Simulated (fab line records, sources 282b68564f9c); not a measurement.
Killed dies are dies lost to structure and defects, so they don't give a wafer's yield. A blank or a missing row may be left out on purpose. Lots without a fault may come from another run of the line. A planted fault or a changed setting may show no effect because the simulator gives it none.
Which tool did it? | flow rit_cmos | 15 lots, 45 wafers sampled, at 2 steps of a route of 202

WHAT THE GAUGES READ, wafer by wafer
RIT_NLDD_OVL_MEAS_06.
lot  | measured    | on         | NLDD_OVL (nm)
L886 | day 2 19:28 | overlay-01 | -2.2 -0.9 -2.4
L887 | day 2 23:27 | overlay-01 | -1.4 -1.4 -0.3
L888 | day 3 05:27 | overlay-01 | -0.6 -0.9 -2.4
L890 | day 3 15:29 | overlay-02 | -1.6 0.9 -1.2
L891 | day 3 20:32 | overlay-02 | -3.4 -4.0 -4.0
L892 | day 4 05:49 | overlay-02 | 2.3 -0.9 0.5
L893 | day 4 06:03 | overlay-01 | -1.1 0.9 0.5
L896 | day 4 23:45 | overlay-02 | -181.1 -179.9 -178.9 -178.7 -177.8 -176.7
L897 | day 5 02:25 | overlay-01 | -0.9 -0.3 -1.5
L900 | day 5 19:01 | overlay-01 | -181.6 -182.5 -182.3 -179.7 -180.1 -180.0
L901 | day 6 00:32 | overlay-02 | -181.2 -181.0 -179.8 -179.6 -178.5 -178.4
L904 | day 6 17:11 | overlay-02 | 1.5 1.6 -1.4
L905 | day 6 20:20 | overlay-02 | -0.8 -1.0 -1.0
L906 | day 7 01:19 | overlay-01 | -0.7 0.8 0.6
L908 | day 7 12:43 | overlay-01 | -1.9 -1.4 -2.5

WHICH TOOL RAN EACH LOT (tool, then ch and the chambers of the sampled wafers, then the start)
lot  | RIT_NLDD_EXPOSE_03
L886 | iline_stepper-01 ch 0, day 2 19:04
L887 | iline_stepper-01 ch 0, day 2 23:03
L888 | iline_stepper-02 ch 0, day 3 05:03
L890 | iline_stepper-01 ch 0, day 3 15:05
L891 | iline_stepper-01 ch 0, day 3 20:08
L892 | iline_stepper-01 ch 0, day 4 05:25
L893 | iline_stepper-02 ch 0, day 4 05:39
L896 | iline_stepper-01 ch 0, day 4 23:21
L897 | iline_stepper-02 ch 0, day 5 02:01
L900 | iline_stepper-01 ch 0, day 5 18:37
L901 | iline_stepper-01 ch 0, day 6 00:09
L904 | iline_stepper-02 ch 0, day 6 16:47
L905 | iline_stepper-02 ch 0, day 6 19:56
L906 | iline_stepper-02 ch 0, day 7 00:55
L908 | iline_stepper-02 ch 0, day 7 12:19
- RIT_NLDD_EXPOSE_03: exposes mask M7, target cd 40700 nm.

WHAT THE TOOLS THEMSELVES READ (means of the sampled wafers that have a number; where no wafer has one, the mark that the record gives instead)
The record holds no such reading with a usual standard deviation.

THE ANSWER, worked out from the rows above alone
Rule: what is usual is taken from the lots themselves. Put in order of their means at a reading, lots are off if they are a third of the lots or fewer, leave a main group of 4 or more, and stand apart from it by a gap of 3 or more times the standard deviation of the main group's means; of several such gaps the widest counts. A main group whose means are all the same, to the digits that the tables above print for the reading, isn't used. A lot without any number at a reading at which 4 lots or more have one is off too. The other lots that the step has rows for count as sound. The gauges are gone through in route order, then the tools' own readings, and for those a lot's mean is taken as printed above. The first step at which some lot is off is used, and at that step the reading that is off furthest; a lot without a number counts as furthest.
Off: L896, L900, L901, at RIT_NLDD_OVL_MEAS_06 (NLDD_OVL). The main group: mean -0.9 nm, standard deviation 1.2.
A tool fits if, at a process step before that reading, it ran every lot that is off, and no sound lot after the first of them. The gauges at RIT_NLDD_OVL_MEAS_06 are tried like those tools. One fits: iline_stepper-01 at RIT_NLDD_EXPOSE_03. Its last sound lot is L892 (day 4 05:25), its first lot that is off L896 (day 4 23:21): a fault that began between those two fits.

WHAT THE SIMULATOR HAD PUT IN
Scanner matching overlay: iline_stepper-01, from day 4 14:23 on, at RIT_NLDD_EXPOSE_03. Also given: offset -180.
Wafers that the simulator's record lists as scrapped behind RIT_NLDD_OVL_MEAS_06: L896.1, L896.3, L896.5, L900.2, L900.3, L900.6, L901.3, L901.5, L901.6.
Lots struck among those shown: L896, L900, L901. The rule above found the same.
